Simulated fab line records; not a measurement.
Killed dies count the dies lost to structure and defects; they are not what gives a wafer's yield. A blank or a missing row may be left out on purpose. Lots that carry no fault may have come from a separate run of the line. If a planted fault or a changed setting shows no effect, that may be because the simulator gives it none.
Split-lot trial -- flow berkeley-cmos170 -- 5 lots, 23 wafers read, on a route of 331 steps

## ABOUT THE SPLIT
At UCB170_V2_CMP_02 (polishes SiO2), the setting leave-above-ref-nm was moved away from the recipe's 1000 nm on 9 of the 23 wafers read, by -6.2% to +4.7%. This setting was run at the recipe's value on the other wafers.

Between the split and the reading, the file records no step.

## THE READING
V2_POLISHED_THK in nanometres, read at UCB170_V2_THK_MEAS_04. Fault-free wafers of this fab line usually give 999.9 nm, standard deviation 1.4 nm.

wafer,"tool, chamber at the split","leave-above-ref-nm as run, nm",against the recipe,"V2_POLISHED_THK, nm",against lot-mates on the recipe
L077.1,"cmp-01, 0",1000,recipe,1000.8,-
L077.2,"cmp-01, 3",1000,recipe,998.8,-
L077.3,"cmp-01, 1",945.9,-5.4%,943.6,-56.2
L077.4,"cmp-01, 2",945.9,-5.4%,945.1,-54.7
L077.6,"cmp-01, 2",945.9,-5.4%,945.1,-54.7
L075.2,"cmp-01, 3",1000,recipe,1000.0,-
L075.3,"cmp-01, 2",1000,recipe,999.1,-
L075.4,"cmp-01, 0",1000,recipe,999.2,-
L075.5,"cmp-01, 1",1000,recipe,996.8,-
L075.6,"cmp-01, 2",1000,recipe,1000.4,-
L078.1,"cmp-02, 3",1000,recipe,1000.2,-
L078.2,"cmp-02, 0,2",938.3,-6.2%,940.4,-60.0
L078.3,"cmp-02, 1",1000,recipe,1000.6,-
L078.4,"cmp-02, 0,2",938.3,-6.2%,939.5,-60.9
L078.5,"cmp-02, 1",938.3,-6.2%,939.8,-60.6
L081.3,"cmp-01, 3",1000,recipe,1001.4,-
L081.5,"cmp-01, 2",1000,recipe,999.5,-
L081.6,"cmp-01, 1",1000,recipe,998.7,-
L085.1,"cmp-01, 2",1000,recipe,1000.1,-
L085.2,"cmp-01, 3",1047,+4.7%,1048.0,+48.9
L085.3,"cmp-01, 1",1000,recipe,998.1,-
L085.5,"cmp-01, 3",1047,+4.7%,1047.7,+48.6
L085.6,"cmp-01, 0",1047,+4.7%,1050.0,+50.9
If several chambers appear in one row, that row covers several wafers at once and the file leaves open which wafer was in which chamber.

FIT RESULTS
A straight line over all 23 wafers: V2_POLISHED_THK changes by +10.1 nm for each +1% of leave-above-ref-nm; r = +1.00; the points scatter about the line by 1.5 nm.
The same after taking each lot's own level away (the mean of its wafers on the recipe; 23 wafers): +10.1 nm for each +1%; r = +1.00; scatter 1.4 nm.
Per that fit: largest leave-above-ref-nm move, reading shift of 63 nm.
The span of the lots' own levels, 999.10 to 1000.40 nm, comes to 0.9 times the standard deviation stated above.
Consequently the slope shifts little with the lot-to-lot level, the two slopes agreeing.
Check: with one of the wafers moved furthest among these (-6.2%) left out of the fit, the line predicts -62.5 nm for it against its lot-mates. It came out at -60 nm against them.

## OTHER SPLITS ON THESE WAFERS
Other splits were also applied to these wafers ahead of the reading. Each is held against what the fit with the lots' levels taken away leaves over:
other split on the same wafers,wafers away from the commonest value,r with V2_POLISHED_THK (lot level and that fit taken away)
UCB170_BACKSIDE_HMDS_00 prime-time-s,4,+0.05
UCB170_SILICIDE_SPUTTER_01 power-w,10,+0.05
UCB170_M1_SPUTTER_00 power-w,8,-0.14
UCB170_V1_COAT_07 resist-thk-nm,9,-0.18
UCB170_M2_METAL_ETCH_18 time-s,7,-0.50

## THE WHOLE CHAIN: every reading that the file lists as answering this split, in the file's order
step,what it does,reading,change (the file's fit),r (the file's)
UCB170_V2_CMP_02,polishes SiO2,"SiO2_of_V2_CVD_00.thk-nm (the simulator's own value, which no gauge read)",+10 nm for each +1% of the setting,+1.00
UCB170_V2_THK_MEAS_04,,V2_POLISHED_THK,+10.1 for each +1% of the setting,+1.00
UCB170_V2_ETCH_14,"etches SiO2 in CHF3/CF4/Ar, stops on Al, target depth 1250 nm, time 291 s","etch.depth-nm (the simulator's own value, which no gauge read)",+10 nm for each +1% of the setting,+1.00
UCB170_V2_ETCH_14,"etches SiO2 in CHF3/CF4/Ar, stops on Al, target depth 1250 nm, time 291 s","V2.feature-depth-nm (the simulator's own value, which no gauge read)",+10 nm for each +1% of the setting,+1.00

## THE FILE'S OWN FIT
V2_POLISHED_THK changes by +10.1 nm for each +1% of leave-above-ref-nm, r = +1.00.
